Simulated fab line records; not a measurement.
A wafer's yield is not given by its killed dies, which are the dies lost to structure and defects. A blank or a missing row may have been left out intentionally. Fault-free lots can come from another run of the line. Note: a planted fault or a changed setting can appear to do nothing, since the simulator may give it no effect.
fab line records	flow berkeley-cmos170	part 1 of 2: steps 1 to 33 of 44
record lots=5	wafers=15	last-day=12
route steps=331 shown PWELL@54 WELLDRIVE@55 ACTIVE@60 PFIELD@79 FIELD@89 SACOX@97
lots with no fault: from the same line, run without faults
start-h: hours from the record's first day to the start of the lot's first wafer shown	wait-h: how many hours have passed since the lot's step before this one	" identical to the entry in the row above	L1.1+2: several wafers, shown together as one row	- no value, or no start was given	* or withheld: withheld	< > ~ a bound
route shown NAME@n: NAME is a module with steps in the file, n the number in the route of the first one	usual: mean/standard deviation taken from wafers without a fault	same: alike in all rows	chamber/n: place in a boat	sites: readings site by site	_std_site: standard deviation across them	_edge_site: outer sites' mean less inner sites'	radius-mm: how far each site lies from the wafer's centre	mask NAME#n: copy n	behind: tool/chamber where the wafer was last shaped	hold: why the lot went on hold/how many hours it stayed there/how the hold came to an end	device: the transistor (n, p or np) that didn't switch	end of line: the route-end tests of the same wafers	step lacking rows: just its recipe	killed: at the first sort, the dies lost to defects and structure; wafer yield is something else	map: per-die view of a wafer (x killed, . not killed, _ where there is no die)
set.NAME: setting as actually run; set.NAME@STEP: the setting as run at that earlier step	model.NAME: the simulator's own value behind a step, which no gauge read
lots at selected steps of the route; one table per step, one row per wafer
services: from which hour (start-h, from the record's first day; less than 0 if before it) a tool's chamber was out of use, for how many hours, and why
## steps
# step UCB170_PWELL_WET_ETCH_20
# recipe chemistry=BOE	dilution=5:1	target=SiO2	temp-c=25	time-s=22
# same time-s=22
lot.wafer	tool	chamber	start-h	wait-h
L074.3+4+5	wet-bench-03	3	62.58	0.0
L093.1+5+6	wet-bench-04	2	149.01	0.2
L090.4+5+6	wet-bench-01	1	154.03	1.0
L095.2+3+6	wet-bench-01	1	158.43	0.2
L096.1+3+6	wet-bench-01	1	158.43	0.2
# step UCB170_WELLDRIVE_CLEAN_00
# recipe chemistry=SPM	temp-c=120	time-s=600
# same time-s=600
lot.wafer	tool	chamber	start-h	wait-h
L074.3+4+5	wet-bench-04	0	62.60	0.0
L093.1+5+6	wet-bench-01	0	149.30	0.3
L090.4+5+6	wet-bench-04	1	154.24	0.2
L095.2+3+6	wet-bench-01	3	158.44	0.0
L096.1+3+6	wet-bench-01	1	158.44	0.0
# step UCB170_WELLDRIVE_OXIDATION_01
# recipe temp-c=1100	ambient=O2	target-thk-a=1990	ox-time-s=9000
# usual ox-temp-c-max=1106.2/1.2	spike-tc-source-C=1123.0/1.3
lot.wafer	tool	chamber	start-h	wait-h	ox-temp-c-max	spike-tc-source-C
L074.3	furnace-01	0	69.99	7.2	1107.2	1121.3
L074.4	"	0	"	"	1107.1	1121.6
L074.5	"	0	"	"	1108.1	1121.1
L093.1	furnace-02	0	149.66	0.2	1106.3	1123.2
L093.5	"	0	"	"	1105.4	1125.2
L093.6	"	0	"	"	1106.4	1123.0
L090.4	furnace-02	0	156.03	1.6	1106.5	1122.9
L090.5	"	0	"	"	1106.2	1123.6
L090.6	"	0	"	"	1106.4	1122.3
L095.2	furnace-04	0	163.12	4.5	1105.5	1121.1
L095.3	"	0	"	"	1104.6	1121.9
L095.6	"	0	"	"	1105.4	1123.0
L096.1	furnace-04	0	163.12	4.5	1104.2	1121.4
L096.3	"	0	"	"	1104.5	1121.7
L096.6	"	0	"	"	1105.6	1121.7
# step UCB170_WELLDRIVE_THK_MEAS_02
# recipe reads=SiO2_of_WELLDRIVE_OXIDATION_01
# usual WELLDRIVE_OXIDE_THK=200/3.1
lot.wafer	tool	chamber	start-h	wait-h	WELLDRIVE_OXIDE_THK[nm]
L074.3	film-metro-03	-	73.51	0.0	203
L074.4	"	-	"	"	205
L074.5	"	-	"	"	204
L093.1	film-metro-04	-	153.16	0.0	195
L093.5	"	-	"	"	199
L093.6	"	-	"	"	198
L090.4	film-metro-03	-	159.56	0.0	202
L090.5	"	-	"	"	200
L090.6	"	-	"	"	200
L096.1	film-metro-03	-	166.62	0.0	197
L096.3	"	-	"	"	199
L096.6	"	-	"	"	196
L095.2	film-metro-03	-	166.69	0.1	196
L095.3	"	-	"	"	198
L095.6	"	-	"	"	201
# step UCB170_WELLDRIVE_ANNEAL_03
# recipe temp-c=1100	time-s=900	ambient=N2
# usual spike-tc-source-C=1122.3/1.3
# same time-s=900
lot.wafer	tool	chamber	start-h	wait-h	spike-tc-source-C
L074.3	furnace-04	0	82.67	9.2	1121.5
L074.4	"	0	"	"	1121.6
L074.5	"	0	"	"	1120.4
L093.1	furnace-01	0	153.22	0.1	1122.2
L093.5	"	0	"	"	1122.5
L093.6	"	0	"	"	1122.8
L090.4	furnace-02	0	166.20	6.6	1123.6
L090.5	"	0	"	"	1124.3
L090.6	"	0	"	"	1123.1
L095.2	furnace-04	0	170.80	4.1	1122.6
L095.3	"	0	"	"	1120.8
L095.6	"	0	"	"	1120.1
L096.1	furnace-04	0	170.80	4.2	1122.7
L096.3	"	0	"	"	1123.7
L096.6	"	0	"	"	1119.3
# step UCB170_WELLDRIVE_WET_ETCH_04
# recipe chemistry=BOE	dilution=5:1	target=SiO2	temp-c=25	time-s=120
# same time-s=120
lot.wafer	tool	chamber	start-h	wait-h
L074.3+4+5	wet-bench-04	3	83.92	0.0
L093.1+5+6	wet-bench-04	3	154.59	0.1
L090.4+5+6	wet-bench-01	3	167.66	0.2
L095.2+3+6	wet-bench-04	1	175.50	3.4
L096.1+3+6	wet-bench-04	3	175.50	3.4
# step UCB170_ACTIVE_CLEAN_00
# recipe chemistry=SPM	temp-c=120	time-s=600
# same time-s=600
lot.wafer	tool	chamber	start-h	wait-h
L074.3+4+5	wet-bench-04	3	83.97	0.0
L093.1+5+6	wet-bench-04	0	154.83	0.2
L090.4+5+6	wet-bench-01	1	167.70	0.0
L095.2+3+6	wet-bench-04	2	175.73	0.2
L096.1+3+6	wet-bench-04	3	175.73	0.2
# step UCB170_ACTIVE_CLEAN_01
# recipe chemistry=dHF	dilution=25:1	time-s=60
# same time-s=60
lot.wafer	tool	chamber	start-h	wait-h
L074.3+4+5	wet-bench-01	3	84.16	0.0
L093.1+5+6	wet-bench-04	3	155.21	0.2
L090.4+5+6	wet-bench-01	2	167.87	0.0
L095.2+3+6	wet-bench-04	2	176.28	0.4
L096.1+3+6	wet-bench-04	2	176.28	0.4
# step UCB170_ACTIVE_OXIDATION_02
# recipe temp-c=1000	ambient=O2	target-thk-a=264	ox-time-s=1260
# usual ox-temp-c-max=1005.1/1.2	spike-tc-source-C=1021.3/1.2
lot.wafer	tool	chamber	start-h	wait-h	ox-temp-c-max	spike-tc-source-C
L074.3	furnace-01	0	88.17	4.0	1007.4	1020.2
L074.4	"	0	"	"	1007.2	1020.3
L074.5	"	0	"	"	1006.8	1020.8
L093.1	furnace-04	0	157.52	2.3	1004.8	1020.5
L093.5	"	0	"	"	1006.1	1018.6
L093.6	"	0	"	"	1004.6	1021.1
L090.4	furnace-04	0	172.05	4.2	1004.1	1019.9
L090.5	"	0	"	"	1003.8	1020.9
L090.6	"	0	"	"	1003.4	1020.1
L095.2	furnace-02	0	181.82	5.5	1004.3	1023.7
L095.3	"	0	"	"	1005.1	1022.5
L095.6	"	0	"	"	1004.0	1022.6
L096.1	furnace-02	0	181.82	5.5	1005.7	1021.4
L096.3	"	0	"	"	1005.9	1021.5
L096.6	"	0	"	"	1005.6	1022.9
# step UCB170_ACTIVE_THK_MEAS_03
# recipe reads=SiO2_of_ACTIVE_OXIDATION_02
# usual ACTIVE_OXIDE_THK=26.6/0.44
lot.wafer	tool	chamber	start-h	wait-h	ACTIVE_OXIDE_THK[nm]
L074.3	film-metro-02	-	89.54	0.0	26.4
L074.4	"	-	"	"	26.5
L074.5	"	-	"	"	26.6
L093.1	film-metro-03	-	158.87	0.0	26.6
L093.5	"	-	"	"	26.2
L093.6	"	-	"	"	26.5
L090.4	film-metro-02	-	173.43	0.0	26.7
L090.5	"	-	"	"	26.8
L090.6	"	-	"	"	27.0
L096.1	film-metro-03	-	183.17	0.0	25.7
L096.3	"	-	"	"	25.4
L096.6	"	-	"	"	25.6
L095.2	film-metro-02	-	183.18	0.0	27.2
L095.3	"	-	"	"	27.0
L095.6	"	-	"	"	26.9
# step UCB170_ACTIVE_ANNEAL_04
# recipe temp-c=1000	time-s=900	ambient=N2
# usual spike-tc-source-C=1021.7/1.4
# same time-s=900
lot.wafer	tool	chamber	start-h	wait-h	spike-tc-source-C
L074.3	furnace-02	0	93.26	3.7	1023.3
L074.4	"	0	"	"	1022.4
L074.5	"	0	"	"	1022.9
L093.1	furnace-02	0	164.95	6.1	1023.0
L093.5	"	0	"	"	1023.5
L093.6	"	0	"	"	1022.4
L090.4	furnace-02	0	176.05	2.6	1023.5
L090.5	"	0	"	"	1023.0
L090.6	"	0	"	"	1023.0
L095.2	furnace-01	0	186.16	3.0	1020.1
L095.3	"	0	"	"	1021.3
L095.6	"	0	"	"	1019.8
L096.1	furnace-01	0	186.16	3.0	1020.3
L096.3	"	0	"	"	1018.2
L096.6	"	0	"	"	1019.3
# step UCB170_ACTIVE_CVD_05
# recipe material=Si3N4	target-thk-nm=220	temp-c=800	precursor=SiH2Cl2/NH3	time-s=3300	pressure-mtorr=200	sih2cl2-flow-sccm=25	nh3-flow-sccm=75
# usual nh3-flow-sccm=75.02/0.23	spike-tc-source-C=821.1/2.3
# same time-s=3300
lot.wafer	tool	chamber	start-h	wait-h	nh3-flow-sccm	spike-tc-source-C
L074.3	lpcvd-02	0	94.51	0.0	75.09	821.6
L074.4	"	0	"	"	75.38	821.6
L074.5	"	0	"	"	75.16	819.6
L093.1	lpcvd-02	0	166.20	0.0	75.24	821.0
L093.5	"	0	"	"	75.13	821.2
L093.6	"	0	"	"	75.05	822.7
L090.4	lpcvd-02	1	177.30	0.0	74.92	824.1
L090.5	"	1	"	"	75.19	823.7
L090.6	"	1	"	"	74.84	824.7
L095.2	lpcvd-02	1	187.41	0.0	75.08	824.7
L095.3	"	1	"	"	74.78	823.6
L095.6	"	1	"	"	74.84	824.2
L096.1	lpcvd-02	1	187.41	0.0	74.78	823.7
L096.3	"	1	"	"	74.80	823.5
L096.6	"	1	"	"	74.82	825.0
# step UCB170_ACTIVE_THK_MEAS_06
# recipe reads=Si3N4_of_ACTIVE_CVD_05
# usual ACTIVE_NITRIDE_THK=219.7/2.2
lot.wafer	tool	chamber	start-h	wait-h	ACTIVE_NITRIDE_THK[nm]
L074.3	film-metro-01	-	96.60	0.2	217.0
L074.4	"	-	"	"	218.1
L074.5	"	-	"	"	217.8
L093.1	film-metro-01	-	169.08	0.0	216.4
L093.5	"	-	"	"	218.9
L093.6	"	-	"	"	217.3
L090.4	film-metro-01	-	180.25	0.1	217.6
L090.5	"	-	"	"	218.5
L090.6	"	-	"	"	217.0
L096.1	film-metro-03	-	189.33	0.0	219.1
L096.3	"	-	"	"	220.7
L096.6	"	-	"	"	217.6
L095.2	film-metro-02	-	189.34	0.0	218.0
L095.3	"	-	"	"	219.0
L095.6	"	-	"	"	217.6
# step UCB170_ACTIVE_HMDS_07
# recipe prime-time-s=60	prime-temp-c=100
lot.wafer	tool	chamber	start-h	wait-h
L074.3+4+5	litho-track-01	0	96.96	0.3
L093.1+5+6	litho-track-01	0	169.14	0.1
L090.4+5+6	litho-track-01	0	180.57	0.3
L096.1+3+6	litho-track-03	0	190.14	0.8
L095.2+3+6	litho-track-01	0	190.14	0.8
# step UCB170_ACTIVE_COAT_08
# recipe resist=KrF	spin-rpm=1500	resist-thk-nm=900
lot.wafer	tool	chamber	start-h	wait-h
L074.3+4+5	litho-track-01	0	97.11	0.1
L093.1+5+6	litho-track-01	0	169.29	0.1
L090.4+5+6	litho-track-01	0	180.72	0.1
L096.1+3+6	litho-track-03	0	190.29	0.1
L095.2+3+6	litho-track-01	0	190.29	0.1
# step UCB170_ACTIVE_SOFTBAKE_09
# recipe resist=KrF	temp-c=130	time-s=60
# same time-s=60
lot.wafer	tool	chamber	start-h	wait-h
L074.3+4+5	litho-track-01	0	97.26	0.1
L093.1+5+6	litho-track-01	0	169.44	0.1
L090.4+5+6	litho-track-01	0	180.87	0.1
L096.1+3+6	litho-track-03	0	190.44	0.1
L095.2+3+6	litho-track-01	0	190.44	0.1
# step UCB170_ACTIVE_EXPOSE_10
# recipe mask-id=ACTIVE	target-cd-nm=1200	na=0.5	sigma-outer=0.6	source-shape=conventional	dose-mj=20
lot.wafer	tool	chamber	start-h	wait-h	mask
L074.3+4+5	krf-scanner-02	0	97.61	0.3	ACTIVE#0
L093.1+5+6	krf-scanner-01	0	169.59	0.1	ACTIVE#0
L090.4+5+6	krf-scanner-02	0	181.00	0.1	ACTIVE#0
L095.2+3+6	krf-scanner-02	0	190.58	0.1	ACTIVE#0
L096.1+3+6	krf-scanner-01	0	190.80	0.3	ACTIVE#0
# step UCB170_ACTIVE_PEB_11
# recipe peb-temp-c=130	peb-time-s=withheld	resist=KrF
lot.wafer	tool	chamber	start-h	wait-h
L074.3+4+5	litho-track-03	0	97.74	0.1
L093.1+5+6	litho-track-02	0	169.95	0.3
L090.4+5+6	litho-track-03	0	181.14	0.1
L095.2+3+6	litho-track-02	0	191.47	0.9
L096.1+3+6	litho-track-01	0	191.56	0.7
# step UCB170_ACTIVE_DEVELOP_12
# recipe developer=TMAH	develop-time-s=45	resist=KrF	dev-temp-c=21
lot.wafer	tool	chamber	start-h	wait-h
L074.3+4+5	litho-track-03	0	-	-
L093.1+5+6	litho-track-02	0	-	-
L090.4+5+6	litho-track-03	0	-	-
L095.2+3+6	litho-track-02	0	-	-
L096.1+3+6	litho-track-01	0	-	-
# step UCB170_ACTIVE_CD_MEAS_13
# recipe target-cd-nm=1200
# usual cd-nm=1200.2/1.2
lot.wafer	tool	chamber	start-h	wait-h	cd-nm
L074.3	cd-sem-01	-	98.04	-	1202.1
L074.4	"	-	"	"	1200.9
L074.5	"	-	"	"	1200.5
L093.1	cd-sem-02	-	170.22	-	1199.3
L093.5	"	-	"	"	1199.5
L093.6	"	-	"	"	1198.4
L090.4	cd-sem-02	-	181.47	-	1201.3
L090.5	"	-	"	"	1199.7
L090.6	"	-	"	"	1201.1
L095.2	cd-sem-01	-	191.74	-	1199.5
L095.3	"	-	"	"	1198.3
L095.6	"	-	"	"	1198.7
L096.1	cd-sem-02	-	191.84	-	1199.9
L096.3	"	-	"	"	1198.5
L096.6	"	-	"	"	1200.3
# step UCB170_ACTIVE_OVL_MEAS_14
# usual ACTIVE_OVL=-6/5.3
lot.wafer	tool	chamber	start-h	wait-h	ACTIVE_OVL[nm]
L074.3	overlay-02	-	98.13	0.1	-17
L074.4	"	-	"	"	-13
L074.5	"	-	"	"	-11
L093.1	overlay-01	-	170.34	0.1	-3
L093.5	"	-	"	"	-2
L093.6	"	-	"	"	-4
L090.4	overlay-02	-	181.55	0.1	-17
L090.5	"	-	"	"	-9
L090.6	"	-	"	"	-13
L095.2	overlay-01	-	191.84	0.1	-10
L095.3	"	-	"	"	-11
L095.6	"	-	"	"	-15
L096.1	overlay-02	-	191.96	0.1	-6
L096.3	"	-	"	"	0
L096.6	"	-	"	"	-11
# step UCB170_ACTIVE_ETCH_15
# recipe chemistry=CH3F/Ar/O2	target=Si3N4	stop-on=SiO2	CH3F_flow_sccm=20	Ar_flow_sccm=50	O2_flow_sccm=7	pressure-mtorr=50	rf-w=450	target-depth-a=2420	over-etch-frac=0.1	time-s=151
# usual drypump-motor-current-A=5.5/0.45	mfc-ar-sccm=49.99/0.15	oes-product-au=0.941/0.012	throttle-valve-pct=8.10/0.17
# same time-s=151
lot.wafer	tool	chamber	start-h	wait-h	drypump-motor-current-A	mfc-ar-sccm	oes-product-au	rf-hours-counter-h	throttle-valve-pct
L074.3	rie-diel-03	2	98.16	0.0	5.5	50.19	0.940	63	8.19
L074.4	"	1	"	"	4.8	49.89	0.952	-	8.06
L074.5	"	2	"	"	5.5	50.12	0.946	-	8.21
L093.1	rie-diel-03	3	170.38	0.0	5.7	50.09	0.933	109	8.29
L093.5	"	0	"	"	5.6	50.27	0.928	-	7.87
L093.6	"	3	"	"	5.7	49.96	0.930	-	8.28
L090.4	rie-diel-04	0	181.56	0.0	5.7	49.89	0.942	7	8.30
L090.5	"	2	"	"	5.2	49.86	0.914	-	7.78
L090.6	"	1	"	"	6.3	50.03	0.935	-	8.22
L095.2	rie-diel-03	3	191.87	0.0	5.7	49.95	0.936	110	8.30
L095.3	"	0	"	"	5.6	50.02	0.936	38	7.87
L095.6	"	3	"	"	5.7	49.95	0.931	-	8.28
L096.1	rie-diel-04	2	191.99	0.0	5.2	49.78	0.927	43	7.76
L096.3	"	0	"	"	5.7	50.07	0.948	7	8.28
L096.6	"	0	"	"	5.7	50.15	0.944	-	8.29
# step UCB170_ACTIVE_STRIP_16
# recipe chemistry=O2	power-w=400	pressure-mtorr=3500	platen-temp-c=withheld	o2-flow-sccm=400	overash-fraction=0.5
# usual drypump-motor-current-A=5.9/0.51	oes-product-au=0.722/0.0042	strip-time-to-endpoint-s=18.10/0.11
lot.wafer	tool	chamber	start-h	wait-h	drypump-motor-current-A	oes-product-au	rf-hours-counter-h	strip-time-to-endpoint-s
L074.3	plasma-asher-02	1	98.29	0.1	5.6	0.716	-	18.09
L074.4	"	0	"	"	6.5	0.720	-	17.92
L074.5	"	1	"	"	5.6	0.719	-	18.04
L093.1	plasma-asher-02	0	170.48	0.1	6.5	0.716	45	18.22
L093.5	"	0	"	"	6.6	0.723	-	18.16
L093.6	"	1	"	"	5.6	0.721	-	18.16
L090.4	plasma-asher-02	0	181.70	0.1	6.5	0.717	-	18.06
L090.5	"	0	"	"	6.6	0.715	-	18.01
L090.6	"	1	"	"	5.6	0.722	-	18.05
L095.2	plasma-asher-01	0	191.98	0.1	5.6	0.722	45	18.22
L095.3	"	1	"	"	5.5	0.721	-	18.15
L095.6	"	0	"	"	5.6	0.718	-	18.25
L096.1	plasma-asher-03	0	192.09	0.1	5.4	0.718	40	18.14
L096.3	"	1	"	"	6.5	0.716	-	18.09
L096.6	"	0	"	"	5.4	0.721	-	18.15
# step UCB170_ACTIVE_CD_MEAS_90
# recipe target-cd-nm=1200
# usual cd-nm=1200.2/1.2
lot.wafer	tool	chamber	start-h	wait-h	cd-nm
L074.3	cd-sem-02	-	98.40	0.1	1202.0
L074.4	"	-	"	"	1200.8
L074.5	"	-	"	"	1200.3
L093.1	cd-sem-02	-	170.65	0.1	1199.3
L093.5	"	-	"	"	1200.1
L093.6	"	-	"	"	1198.7
L090.4	cd-sem-02	-	181.82	0.1	1201.3
L090.5	"	-	"	"	1199.2
L090.6	"	-	"	"	1201.1
L095.2	cd-sem-01	-	192.10	0.1	1199.4
L095.3	"	-	"	"	1199.1
L095.6	"	-	"	"	1198.6
L096.1	cd-sem-01	-	192.20	0.1	1200.0
L096.3	"	-	"	"	1198.7
L096.6	"	-	"	"	1200.7
# step UCB170_ACTIVE_CLEAN_17
# recipe chemistry=SPM	temp-c=120	time-s=600
# same time-s=600
lot.wafer	tool	chamber	start-h	wait-h
L074.3+4+5	wet-bench-04	0	98.59	0.2
L093.1+5+6	wet-bench-01	1	172.63	2.0
L090.4+5+6	wet-bench-04	2	181.88	0.0
L095.2+3+6	wet-bench-04	2	192.23	0.1
L096.1+3+6	wet-bench-01	2	193.21	1.0
# step UCB170_PFIELD_HMDS_00
# recipe prime-time-s=60	prime-temp-c=100
lot.wafer	tool	chamber	start-h	wait-h
L074.3+4+5	litho-track-04	0	98.97	0.2
L093.1+5+6	litho-track-04	0	172.95	0.1
L090.4+5+6	litho-track-01	0	182.30	0.2
L095.2+3+6	litho-track-01	0	193.04	0.6
L096.1+3+6	litho-track-04	0	194.08	0.7
# step UCB170_PFIELD_COAT_01
# recipe resist=KrF	spin-rpm=1500	resist-thk-nm=900
lot.wafer	tool	chamber	start-h	wait-h
L074.3+4+5	litho-track-04	0	99.12	0.1
L093.1+5+6	litho-track-04	0	173.10	0.1
L090.4+5+6	litho-track-01	0	182.45	0.1
L095.2+3+6	litho-track-01	0	193.19	0.1
L096.1+3+6	litho-track-04	0	194.23	0.1
# step UCB170_PFIELD_SOFTBAKE_02
# recipe resist=KrF	temp-c=130	time-s=60
# same time-s=60
lot.wafer	tool	chamber	start-h	wait-h
L074.3+4+5	litho-track-04	0	99.27	0.1
L093.1+5+6	litho-track-04	0	173.25	0.1
L090.4+5+6	litho-track-01	0	182.60	0.1
L095.2+3+6	litho-track-01	0	193.34	0.1
L096.1+3+6	litho-track-04	0	194.38	0.1
# step UCB170_PFIELD_EXPOSE_03
# recipe mask-id=PFIELD	na=0.5	sigma-outer=0.6	source-shape=conventional	target-cd-nm=1500	dose-mj=30
lot.wafer	tool	chamber	start-h	wait-h	mask
L074.3+4+5	krf-scanner-01	0	99.53	0.2	PFIELD#0
L093.1+5+6	krf-scanner-02	0	-	-	PFIELD#0
L090.4+5+6	krf-scanner-02	0	182.96	0.3	PFIELD#0
L095.2+3+6	krf-scanner-01	0	193.61	0.2	PFIELD#0
L096.1+3+6	krf-scanner-02	0	194.66	0.2	PFIELD#0
# step UCB170_PFIELD_PEB_04
# recipe peb-temp-c=130	peb-time-s=withheld	resist=KrF
lot.wafer	tool	chamber	start-h	wait-h
L074.3+4+5	litho-track-02	0	99.72	0.2
L093.1+5+6	litho-track-01	0	-	-
L090.4+5+6	litho-track-04	0	183.35	0.4
L095.2+3+6	litho-track-04	0	194.56	0.9
L096.1+3+6	litho-track-01	0	194.91	0.2
# step UCB170_PFIELD_DEVELOP_05
# recipe developer=TMAH	develop-time-s=45	resist=KrF	dev-temp-c=21
lot.wafer	tool	chamber	start-h	wait-h
L074.3+4+5	litho-track-02	0	-	-
L093.1+5+6	litho-track-01	0	-	-
L090.4+5+6	litho-track-04	0	-	-
L095.2+3+6	litho-track-04	0	-	-
L096.1+3+6	litho-track-01	0	-	-
# step UCB170_PFIELD_OVL_MEAS_06
# usual PFIELD_OVL=4/5
lot.wafer	tool	chamber	start-h	wait-h	PFIELD_OVL[nm]
L074.3	overlay-01	-	99.96	-	2
L074.4	"	-	"	"	-3
L074.5	"	-	"	"	2
L093.1	overlay-01	-	174.97	-	-2
L093.5	"	-	"	"	1
L093.6	"	-	"	"	-2
L090.4	overlay-01	-	183.57	-	10
L090.5	"	-	"	"	13
L090.6	"	-	"	"	12
L095.2	overlay-01	-	194.81	-	12
L095.3	"	-	"	"	1
L095.6	"	-	"	"	11
L096.1	overlay-01	-	195.19	-	9
L096.3	"	-	"	"	7
L096.6	"	-	"	"	11
# step UCB170_PFIELD_IMPLANT_07
# recipe species=B	dose-cm2=2e+13	energy-kev=80	tilt-deg=7
lot.wafer	tool	chamber	start-h	wait-h
L074.3+4+5	implanter-03	0	100.03	0.1
L093.1+5+6	implanter-03	0	175.01	0.0
L090.4+5+6	implanter-04	0	183.66	0.1
L095.2+3+6	implanter-03	0	194.87	0.0
L096.1+3+6	implanter-01	0	195.22	0.0
